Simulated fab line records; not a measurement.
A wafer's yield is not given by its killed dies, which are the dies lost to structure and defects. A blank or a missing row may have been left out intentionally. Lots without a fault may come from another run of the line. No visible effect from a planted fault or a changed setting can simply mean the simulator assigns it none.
fab line records -- flow berkeley_cmos170
record lots=5, wafers=23
route steps=331 shown BACKSIDE@200 CONTACT@217 M2@272 M3@310
start_h: hours from the record's opening day to when the first of the lot's shown wafers began -- wait_h: hours from the lot's prior step to this one -- " same as the row above -- L1.1+2: several wafers, shown together as one row -- - either no value or no given start -- * or withheld: withheld -- < > ~ a bound
route shown NAME@n: names a module that has steps shown in the file, with the first one's number in the route -- usual: average and standard deviation across the fault-free wafers -- same: alike in all rows -- chamber/n: place in a boat -- sites: each site's reading -- _std_site: standard deviation across them -- _edge_site: inner sites' mean taken away from outer sites' mean -- radius_mm: for every site, how far away it sits from the centre of the wafer -- mask NAME#n: copy n -- behind: the most recent tool/chamber to have shaped the wafer -- hold: the reason the lot was held/the length of the hold in hours/how it ended -- device: the n, p or np transistor that did not switch -- end of line: at the end of the route, the tests of the same wafers -- where a step has no rows: the recipe by itself -- killed: dies that structure and defects cost at the first sort, which is not the same as the wafer's yield -- map: per-die view of a wafer (x killed, . not killed, _ where there is no die)
set.NAME: the setting that was run; set.NAME@STEP: the one run at that earlier step -- model.NAME: the simulator's own value behind a step, which no gauge read
lots run with intentionally changed settings; tables by step, rows by wafer
## steps
# step UCB170_BACKSIDE_COAT_01
# recipe resist=KrF, spin_rpm=1500, resist_thk_nm=900
lot.wafer,tool,chamber,start_h,wait_h,set.spin_rpm,model.KrF_of_BACKSIDE_COAT_01.thk_nm
L074.2,litho_track-01,0,127.28,0.1,1500,896.4
L074.3,litho_track-01,0,127.28,0.1,1500,899.4
L074.4,litho_track-01,0,127.28,0.1,1500,899.6
L074.5,litho_track-01,0,127.28,0.1,1561,881.5
L074.6,litho_track-01,0,127.28,0.1,1561,881.3
L076.1,litho_track-02,0,147.31,0.1,1500,895.9
L076.2,litho_track-02,0,147.31,0.1,1500,898.8
L076.3,litho_track-02,0,147.31,0.1,1500,899.9
L080.1,litho_track-01,0,163.10,0.1,1500,902
L080.2,litho_track-01,0,163.10,0.1,1500,899
L080.3,litho_track-01,0,163.10,0.1,1500,898.9
L080.4,litho_track-01,0,163.10,0.1,1500,900.4
L080.6,litho_track-01,0,163.10,0.1,1500,900.8
L084.1,litho_track-04,0,178.37,0.1,1500,899.7
L084.2,litho_track-04,0,178.37,0.1,1403,931.4
L084.3,litho_track-04,0,178.37,0.1,1500,899
L084.4,litho_track-04,0,178.37,0.1,1403,928.4
L084.5,litho_track-04,0,178.37,0.1,1403,930.7
L082.1,litho_track-01,0,179.00,0.1,1537,890.1
L082.2+3+6,litho_track-01,0,179.00,0.1,1500,900.1
L082.4,litho_track-01,0,179.00,0.1,1537,887.9
# step UCB170_BACKSIDE_SOFTBAKE_02
# recipe resist=KrF, temp_c=130, time_s=60
# step UCB170_BACKSIDE_STRIP_03
# recipe chemistry=O2, power_w=400, pressure_mtorr=3500, platen_temp_c=withheld, o2_flow_sccm=400, overash_fraction=0.5
# usual strip_time_to_endpoint_s=21.95/0.038
lot.wafer,tool,chamber,start_h,wait_h,set.spin_rpm@BACKSIDE_COAT_01,strip_time_to_endpoint_s
L074.2,plasma_asher-02,0,127.55,0.1,1500,21.88
L074.3,plasma_asher-02,1,127.55,0.1,1500,21.94
L074.4,plasma_asher-02,0,127.55,0.1,1500,21.97
L074.5,plasma_asher-02,1,127.55,0.1,1561,21.52
L074.6,plasma_asher-02,0,127.55,0.1,1561,21.52
L076.1,plasma_asher-03,1,147.61,0.1,1500,21.87
L076.2,plasma_asher-03,0,147.61,0.1,1500,21.93
L076.3,plasma_asher-03,1,147.61,0.1,1500,21.96
L080.1,plasma_asher-03,1,163.40,0.1,1500,22.01
L080.2,plasma_asher-03,0,163.40,0.1,1500,21.94
L080.3,plasma_asher-03,0,163.40,0.1,1500,21.95
L080.4,plasma_asher-03,1,163.40,0.1,1500,21.99
L080.6,plasma_asher-03,0,163.40,0.1,1500,22.00
L084.1,plasma_asher-02,1,178.67,0.1,1500,21.95
L084.2,plasma_asher-02,0,178.67,0.1,1403,22.71
L084.3,plasma_asher-02,1,178.67,0.1,1500,21.94
L084.4,plasma_asher-02,0,178.67,0.1,1403,22.64
L084.5,plasma_asher-02,0,178.67,0.1,1403,22.68
L082.1,plasma_asher-02,1,179.30,0.1,1537,21.73
L082.2,plasma_asher-02,0,179.30,0.1,1500,21.98
L082.3,plasma_asher-02,0,179.30,0.1,1500,21.98
L082.4,plasma_asher-02,1,179.30,0.1,1537,21.68
L082.6,plasma_asher-02,0,179.30,0.1,1500,21.97
# step UCB170_CONTACT_CVD_01
# recipe material=PSG, target_thk_nm=700, temp_c=450, precursor=SiH4/O2/PH3, time_s=2820, pressure_mtorr=300, sih4_flow_sccm=60, o2_flow_sccm=90, ph3_flow_sccm=25
lot.wafer,tool,chamber,start_h,wait_h,set.temp_c,model.PSG_of_CONTACT_CVD_01.thk_nm
L074.2,-,-,-,0.0,439.7,628.9
L074.3,-,-,-,0.0,439.7,628.1
L074.4,-,-,-,0.0,439.7,634.1
L074.5,-,-,-,0.0,439.7,633.7
L074.6,-,-,-,0.0,439.7,626.9
L076.1,lpcvd-01,1,150.40,1.4,450,694.2
L076.2,lpcvd-01,1,150.40,1.4,450,691.5
L076.3,lpcvd-01,1,150.40,1.4,450,690.9
L080.1,-,-,-,0.0,461.1,773.3
L080.2,-,-,-,0.0,461.1,771.6
L080.3,-,-,-,0.0,461.1,770.1
L080.4,-,-,-,0.0,461.1,769.7
L080.6,-,-,-,0.0,461.1,768.7
L084.1,-,-,-,0.0,445,663
L084.2,-,-,-,0.0,445,669.9
L084.3,-,-,-,0.0,445,662.5
L084.4,-,-,-,0.0,445,664.3
L084.5,-,-,-,0.0,445,667.1
L082.1,-,-,-,1.2,444,657.7
L082.2,-,-,-,1.2,444,658.6
L082.3,-,-,-,1.2,444,657.1
L082.4,-,-,-,1.2,444,660.8
L082.6,-,-,-,1.2,444,662.6
# step UCB170_CONTACT_THK_MEAS_02
# recipe reads=PSG_of_CONTACT_CVD_01
# usual CONTACT_PSG_THK=693/6.1
lot.wafer,tool,chamber,start_h,wait_h,set.temp_c@CONTACT_CVD_01,CONTACT_PSG_THK[nm]
L074.2,film_metro-03,-,-,-,439.7,629
L074.3,film_metro-03,-,-,-,439.7,628
L074.4,film_metro-03,-,-,-,439.7,634
L074.5,film_metro-03,-,-,-,439.7,634
L074.6,film_metro-03,-,-,-,439.7,627
L076.1,film_metro-01,-,152.19,0.0,450,695
L076.2,film_metro-01,-,152.19,0.0,450,691
L076.3,film_metro-01,-,152.19,0.0,450,691
L080.1,film_metro-01,-,-,-,461.1,773
L080.2,film_metro-01,-,-,-,461.1,771
L080.3,film_metro-01,-,-,-,461.1,770
L080.4,film_metro-01,-,-,-,461.1,770
L080.6,film_metro-01,-,-,-,461.1,769
L084.1,film_metro-03,-,-,-,445,663
L084.2,film_metro-03,-,-,-,445,670
L084.3,film_metro-03,-,-,-,445,663
L084.4,film_metro-03,-,-,-,445,665
L084.5,film_metro-03,-,-,-,445,667
L082.1,film_metro-03,-,-,-,444,658
L082.2,film_metro-03,-,-,-,444,659
L082.3,film_metro-03,-,-,-,444,657
L082.4,film_metro-03,-,-,-,444,660
L082.6,film_metro-03,-,-,-,444,663
# step UCB170_CONTACT_COAT_04
# recipe resist=KrF, spin_rpm=1500, resist_thk_nm=900
lot.wafer,tool,chamber,start_h,wait_h,set.resist_thk_nm,model.KrF_of_CONTACT_COAT_04.thk_nm
L074.2,litho_track-03,0,131.01,0.1,866.1,868.6
L074.3,litho_track-03,0,131.01,0.1,900,900.5
L074.4,litho_track-03,0,131.01,0.1,900,897.8
L074.5,litho_track-03,0,131.01,0.1,866.1,864.6
L074.6,litho_track-03,0,131.01,0.1,900,901.2
L076.1,litho_track-01,0,153.22,0.1,900,901.3
L076.2,litho_track-01,0,153.22,0.1,900,903.5
L076.3,litho_track-01,0,153.22,0.1,900,903.6
L080.1,litho_track-01,0,169.34,0.1,900,899.7
L080.2,litho_track-01,0,169.34,0.1,936.5,935.6
L080.3,litho_track-01,0,169.34,0.1,900,898.5
L080.4,litho_track-01,0,169.34,0.1,936.5,936.7
L080.6,litho_track-01,0,169.34,0.1,936.5,932.5
L084.1,litho_track-03,0,182.09,0.1,879,881.2
L084.2+4,litho_track-03,0,182.09,0.1,900,902.2
L084.3,litho_track-03,0,182.09,0.1,879,878.8
L084.5,litho_track-03,0,182.09,0.1,879,880.7
L082.1,litho_track-01,0,183.88,0.1,900,901.7
L082.2,litho_track-01,0,183.88,0.1,945.6,946.8
L082.3,litho_track-01,0,183.88,0.1,900,900.6
L082.4,litho_track-01,0,183.88,0.1,900,902.8
L082.6,litho_track-01,0,183.88,0.1,945.6,945.2
# step UCB170_CONTACT_SOFTBAKE_05
# recipe resist=KrF, temp_c=130, time_s=60
# step UCB170_CONTACT_STRIP_06
# recipe chemistry=O2, power_w=400, pressure_mtorr=3500, platen_temp_c=withheld, o2_flow_sccm=400, overash_fraction=0.5
# usual strip_time_to_endpoint_s=21.95/0.063
lot.wafer,tool,chamber,start_h,wait_h,set.resist_thk_nm@CONTACT_COAT_04,strip_time_to_endpoint_s
L074.2,plasma_asher-01,0,131.29,0.1,866.1,21.22
L074.3,plasma_asher-01,0,131.29,0.1,900,21.97
L074.4,plasma_asher-01,1,131.29,0.1,900,21.90
L074.5,plasma_asher-01,0,131.29,0.1,866.1,21.13
L074.6,plasma_asher-01,1,131.29,0.1,900,22.00
L076.1,plasma_asher-03,1,153.52,0.1,900,21.99
L076.2,plasma_asher-03,0,153.52,0.1,900,22.05
L076.3,plasma_asher-03,1,153.52,0.1,900,22.05
L080.1,plasma_asher-04,0,169.64,0.1,900,21.96
L080.2,plasma_asher-04,1,169.64,0.1,936.5,22.82
L080.3,plasma_asher-04,1,169.64,0.1,900,21.94
L080.4,plasma_asher-04,0,169.64,0.1,936.5,22.85
L080.6,plasma_asher-04,1,169.64,0.1,936.5,22.73
L084.1,plasma_asher-03,0,182.39,0.1,879,21.52
L084.2,plasma_asher-03,1,182.39,0.1,900,22.03
L084.3,plasma_asher-03,1,182.39,0.1,879,21.45
L084.4,plasma_asher-03,0,182.39,0.1,900,22.02
L084.5,plasma_asher-03,0,182.39,0.1,879,21.50
L082.1,plasma_asher-03,0,184.18,0.1,900,22.01
L082.2,plasma_asher-03,1,184.18,0.1,945.6,23.09
L082.3,plasma_asher-03,1,184.18,0.1,900,21.99
L082.4,plasma_asher-03,0,184.18,0.1,900,22.03
L082.6,plasma_asher-03,0,184.18,0.1,945.6,23.05
# step UCB170_M2_SPUTTER_01
# recipe material=Al, target_thk_nm=900, time_s=120, power_w=6000, chamber_pressure_pa=0.5
lot.wafer,tool,chamber,start_h,wait_h,set.time_s,model.Al_of_M2_SPUTTER_01.thk_nm
L074.2,pvd_sputter-03,-,146.58,0.0,120,915
L074.3,pvd_sputter-03,-,146.58,0.0,120,904.9
L074.4,pvd_sputter-03,-,146.58,0.0,120,898.4
L074.5,pvd_sputter-03,-,146.58,0.0,120,911.3
L074.6,pvd_sputter-03,-,146.58,0.0,120,903.8
L076.1,pvd_sputter-01,-,162.81,0.0,120,892.7
L076.2,pvd_sputter-01,-,162.81,0.0,120,906.4
L076.3,pvd_sputter-01,-,162.81,0.0,120,906.8
L080.1,pvd_sputter-01,-,180.97,0.0,120,903.9
L080.2,pvd_sputter-01,-,180.97,0.0,129.4,983.6
L080.3,pvd_sputter-01,-,180.97,0.0,120,906.9
L080.4,pvd_sputter-01,-,180.97,0.0,120,896.5
L080.6,pvd_sputter-01,-,180.97,0.0,129.4,985.6
L084.1,pvd_sputter-01,-,192.50,0.0,120,896
L084.2,pvd_sputter-01,-,192.50,0.0,120,894.5
L084.3,pvd_sputter-01,-,192.50,0.0,120,901.1
L084.4,pvd_sputter-01,-,192.50,0.0,120,903.2
L084.5,pvd_sputter-01,-,192.50,0.0,120,909.8
L082.1,pvd_sputter-03,-,202.47,0.0,105.8,786.3
L082.2,pvd_sputter-03,-,202.47,0.0,120,902
L082.3,pvd_sputter-03,-,202.47,0.0,105.8,798.4
L082.4,pvd_sputter-03,-,202.47,0.0,120,914.1
L082.6,pvd_sputter-03,-,202.47,0.0,120,900.8
# step UCB170_M2_RS_MEAS_02
# recipe thk_meas_gauge=four-point-probe, reads=Al_of_M2_SPUTTER_01
# usual M2_AL_RS=0.0320/0.00032
lot.wafer,tool,chamber,start_h,wait_h,set.time_s@M2_SPUTTER_01,M2_AL_RS[ohm/sq]
L074.2,film_metro-01,-,146.69,0.1,120,0.0316
L074.3,film_metro-01,-,146.69,0.1,120,0.0320
L074.4,film_metro-01,-,146.69,0.1,120,0.0322
L074.5,film_metro-01,-,146.69,0.1,120,0.0318
L074.6,film_metro-01,-,146.69,0.1,120,0.0320
L076.1,film_metro-04,-,162.89,0.0,120,0.0325
L076.2,film_metro-04,-,162.89,0.0,120,0.0320
L076.3,film_metro-04,-,162.89,0.0,120,0.0320
L080.1,film_metro-04,-,181.06,0.0,120,0.0321
L080.2,film_metro-04,-,181.06,0.0,129.4,0.0294
L080.3,film_metro-04,-,181.06,0.0,120,0.0320
L080.4,film_metro-04,-,181.06,0.0,120,0.0324
L080.6,film_metro-04,-,181.06,0.0,129.4,0.0294
L084.1,film_metro-04,-,192.59,0.0,120,0.0323
L084.2,film_metro-04,-,192.59,0.0,120,0.0324
L084.3,film_metro-04,-,192.59,0.0,120,0.0321
L084.4,film_metro-04,-,192.59,0.0,120,0.0321
L084.5,film_metro-04,-,192.59,0.0,120,0.0319
L082.1,film_metro-01,-,202.55,0.0,105.8,0.0369
L082.2,film_metro-01,-,202.55,0.0,120,0.0321
L082.3,film_metro-01,-,202.55,0.0,105.8,0.0363
L082.4,film_metro-01,-,202.55,0.0,120,0.0317
L082.6,film_metro-01,-,202.55,0.0,120,0.0321
# step UCB170_M2_THK_MEAS_03
# recipe thk_meas_gauge=xrf, reads=Al_of_M2_SPUTTER_01
# usual M2_AL_THK=895/9
lot.wafer,tool,chamber,start_h,wait_h,set.time_s@M2_SPUTTER_01,M2_AL_THK[nm]
L074.2,film_metro-01,-,146.80,0.1,120,895
L074.3,film_metro-01,-,146.80,0.1,120,892
L074.4,film_metro-01,-,146.80,0.1,120,885
L074.5,film_metro-01,-,146.80,0.1,120,897
L074.6,film_metro-01,-,146.80,0.1,120,886
L076.1,film_metro-04,-,163.01,0.1,120,886
L076.2,film_metro-04,-,163.01,0.1,120,899
L076.3,film_metro-04,-,163.01,0.1,120,895
L080.1,film_metro-04,-,181.18,0.1,120,893
L080.2,film_metro-04,-,181.18,0.1,129.4,973
L080.3,film_metro-04,-,181.18,0.1,120,900
L080.4,film_metro-04,-,181.18,0.1,120,887
L080.6,film_metro-04,-,181.18,0.1,129.4,969
L084.1,film_metro-04,-,192.71,0.1,120,886
L084.2,film_metro-04,-,192.71,0.1,120,885
L084.3,film_metro-04,-,192.71,0.1,120,895
L084.4,film_metro-04,-,192.71,0.1,120,899
L084.5,film_metro-04,-,192.71,0.1,120,907
L082.1,film_metro-01,-,202.67,0.1,105.8,772
L082.2,film_metro-01,-,202.67,0.1,120,886
L082.3,film_metro-01,-,202.67,0.1,105.8,783
L082.4,film_metro-01,-,202.67,0.1,120,892
L082.6,film_metro-01,-,202.67,0.1,120,885
# step UCB170_M3_SPUTTER_01
# recipe material=Al, target_thk_nm=900, time_s=120, power_w=6000, chamber_pressure_pa=0.5
lot.wafer,tool,chamber,start_h,wait_h,set.time_s,model.Al_of_M3_SPUTTER_01.thk_nm
L074.2,pvd_sputter-04,-,153.05,0.0,114,851.4
L074.3,pvd_sputter-04,-,153.05,0.0,120,897.9
L074.4,pvd_sputter-04,-,153.05,0.0,114,850.8
L074.5,pvd_sputter-04,-,153.05,0.0,120,896.5
L074.6,pvd_sputter-04,-,153.05,0.0,114,853.1
L076.1,pvd_sputter-02,-,169.35,0.0,120,921.8
L076.2,pvd_sputter-02,-,169.35,0.0,120,913.1
L076.3,pvd_sputter-02,-,169.35,0.0,120,907.9
L080.1+2,pvd_sputter-04,-,187.94,0.0,125.9,942.8
L080.3,pvd_sputter-04,-,187.94,0.0,120,905.3
L080.4,pvd_sputter-04,-,187.94,0.0,120,899.5
L080.6,pvd_sputter-04,-,187.94,0.0,120,898.8
L084.1,pvd_sputter-04,-,197.68,0.0,120,890.1
L084.2,pvd_sputter-04,-,197.68,0.0,110.5,818.1
L084.3,pvd_sputter-04,-,197.68,0.0,120,891.1
L084.4,pvd_sputter-04,-,197.68,0.0,110.5,829.2
L084.5,pvd_sputter-04,-,197.68,0.0,120,896.7
L082.1,pvd_sputter-03,-,208.20,0.0,130.1,972.9
L082.2,pvd_sputter-03,-,208.20,0.0,130.1,995.5
L082.3,pvd_sputter-03,-,208.20,0.0,120,905.3
L082.4,pvd_sputter-03,-,208.20,0.0,120,898.6
L082.6,pvd_sputter-03,-,208.20,0.0,120,914
# step UCB170_M3_RS_MEAS_02
# recipe thk_meas_gauge=four-point-probe, reads=Al_of_M3_SPUTTER_01
# usual M3_AL_RS=0.0320/0.00037
lot.wafer,tool,chamber,start_h,wait_h,set.time_s@M3_SPUTTER_01,M3_AL_RS[ohm/sq]
L074.2,film_metro-01,-,153.16,0.1,114,0.0340
L074.3,film_metro-01,-,153.16,0.1,120,0.0322
L074.4,film_metro-01,-,153.16,0.1,114,0.0340
L074.5,film_metro-01,-,153.16,0.1,120,0.0323
L074.6,film_metro-01,-,153.16,0.1,114,0.0340
L076.1,film_metro-01,-,169.44,0.0,120,0.0314
L076.2,film_metro-01,-,169.44,0.0,120,0.0317
L076.3,film_metro-01,-,169.44,0.0,120,0.0319
L080.1,film_metro-01,-,188.02,0.0,125.9,0.0307
L080.2,film_metro-01,-,188.02,0.0,125.9,0.0307
L080.3,film_metro-01,-,188.02,0.0,120,0.0319
L080.4,film_metro-01,-,188.02,0.0,120,0.0322
L080.6,film_metro-01,-,188.02,0.0,120,0.0322
L084.1,film_metro-01,-,197.77,0.0,120,0.0325
L084.2,film_metro-01,-,197.77,0.0,110.5,0.0355
L084.3,film_metro-01,-,197.77,0.0,120,0.0326
L084.4,film_metro-01,-,197.77,0.0,110.5,0.0349
L084.5,film_metro-01,-,197.77,0.0,120,0.0323
L082.1,film_metro-01,-,208.28,0.0,130.1,0.0298
L082.2,film_metro-01,-,208.28,0.0,130.1,0.0290
L082.3,film_metro-01,-,208.28,0.0,120,0.0320
L082.4,film_metro-01,-,208.28,0.0,120,0.0322
L082.6,film_metro-01,-,208.28,0.0,120,0.0317
# step UCB170_M3_THK_MEAS_03
# recipe thk_meas_gauge=xrf, reads=Al_of_M3_SPUTTER_01
# usual M3_AL_THK=893/14
lot.wafer,tool,chamber,start_h,wait_h,set.time_s@M3_SPUTTER_01,M3_AL_THK[nm]
L074.2,film_metro-01,-,153.27,0.1,114,841
L074.3,film_metro-01,-,153.27,0.1,120,882
L074.4,film_metro-01,-,153.27,0.1,114,833
L074.5,film_metro-01,-,153.27,0.1,120,879
L074.6,film_metro-01,-,153.27,0.1,114,841
L076.1,film_metro-01,-,169.56,0.1,120,907
L076.2,film_metro-01,-,169.56,0.1,120,899
L076.3,film_metro-01,-,169.56,0.1,120,891
L080.1,film_metro-01,-,188.14,0.1,125.9,928
L080.2,film_metro-01,-,188.14,0.1,125.9,926
L080.3,film_metro-01,-,188.14,0.1,120,887
L080.4,film_metro-01,-,188.14,0.1,120,886
L080.6,film_metro-01,-,188.14,0.1,120,883
L084.1,film_metro-01,-,197.89,0.1,120,872
L084.2,film_metro-01,-,197.89,0.1,110.5,800
L084.3,film_metro-01,-,197.89,0.1,120,875
L084.4,film_metro-01,-,197.89,0.1,110.5,811
L084.5,film_metro-01,-,197.89,0.1,120,876
L082.1,film_metro-01,-,208.40,0.1,130.1,957
L082.2,film_metro-01,-,208.40,0.1,130.1,979
L082.3,film_metro-01,-,208.40,0.1,120,890
L082.4,film_metro-01,-,208.40,0.1,120,883
L082.6,film_metro-01,-,208.40,0.1,120,895
# step UCB170_M3_COAT_10
# recipe resist=KrF, spin_rpm=1500, resist_thk_nm=900
lot.wafer,tool,chamber,start_h,wait_h,set.spin_rpm,model.KrF_of_M3_COAT_10.thk_nm
L074.2+4+6,litho_track-03,0,-,-,1500,-
L074.3,litho_track-03,0,-,-,1500,894.7
L074.5,litho_track-03,0,-,-,1500,898.5
L076.1,litho_track-04,0,-,-,1500,897.1
L076.2,litho_track-04,0,-,-,1500,893.2
L076.3,litho_track-04,0,-,-,1500,896.8
L080.1,litho_track-02,0,-,-,1500,895.7
L080.2,litho_track-02,0,-,-,1500,897.6
L080.3,litho_track-02,0,-,-,1394,932.5
L080.4,litho_track-02,0,-,-,1394,930.4
L080.6,litho_track-02,0,-,-,1500,899.1
L084.1,litho_track-03,0,-,-,1548,888.2
L084.2,litho_track-03,0,-,-,1548,-
L084.3,litho_track-03,0,-,-,1548,887.9
L084.4,litho_track-03,0,-,-,1500,-
L084.5,litho_track-03,0,-,-,1500,903.5
L082.1+2,litho_track-02,0,-,-,1500,-
L082.3,litho_track-02,0,-,-,1406,933.1
L082.4,litho_track-02,0,-,-,1500,901.2
L082.6,litho_track-02,0,-,-,1406,931.3
## key
split step=UCB170_BACKSIDE_COAT_01, setting=spin_rpm, stated=1500, by=wafer
response step=UCB170_BACKSIDE_COAT_01, reading=model.KrF_of_BACKSIDE_COAT_01.thk_nm, change=-4.59, per=1%, r=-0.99
response step=UCB170_BACKSIDE_STRIP_03, reading=strip_time_to_endpoint_s, change=*, per=1%, r=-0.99
split step=UCB170_CONTACT_CVD_01, setting=temp_c, stated=450, by=lot
response step=UCB170_CONTACT_CVD_01, reading=model.PSG_of_CONTACT_CVD_01.thk_nm, change=+29.3, per=1%, r=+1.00
response step=UCB170_CONTACT_THK_MEAS_02, reading=CONTACT_PSG_THK, change=+29.3, per=1%, r=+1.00
split step=UCB170_CONTACT_COAT_04, setting=resist_thk_nm, stated=900, by=wafer
response step=UCB170_CONTACT_COAT_04, reading=model.KrF_of_CONTACT_COAT_04.thk_nm, change=+8.84, per=1%, r=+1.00
response step=UCB170_CONTACT_STRIP_06, reading=strip_time_to_endpoint_s, change=*, per=1%, r=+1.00
split step=UCB170_M2_SPUTTER_01, setting=time_s, stated=120, by=wafer
response step=UCB170_M2_SPUTTER_01, reading=model.Al_of_M2_SPUTTER_01.thk_nm, change=+9.85, per=1%, r=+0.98
response step=UCB170_M2_RS_MEAS_02, reading=M2_AL_RS, change=-0.000378, per=1%, r=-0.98
response step=UCB170_M2_THK_MEAS_03, reading=M2_AL_THK, change=+9.49, per=1%, r=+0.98
split step=UCB170_M3_SPUTTER_01, setting=time_s, stated=120, by=wafer
response step=UCB170_M3_SPUTTER_01, reading=model.Al_of_M3_SPUTTER_01.thk_nm, change=+8.96, per=1%, r=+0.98
response step=UCB170_M3_RS_MEAS_02, reading=M3_AL_RS, change=-0.000325, per=1%, r=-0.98
response step=UCB170_M3_THK_MEAS_03, reading=M3_AL_THK, change=+8.87, per=1%, r=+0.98
split step=UCB170_M3_COAT_10, setting=spin_rpm, stated=1500, by=wafer
response step=UCB170_M3_COAT_10, reading=model.KrF_of_M3_COAT_10.thk_nm, change=-4.85, per=1%, r=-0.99
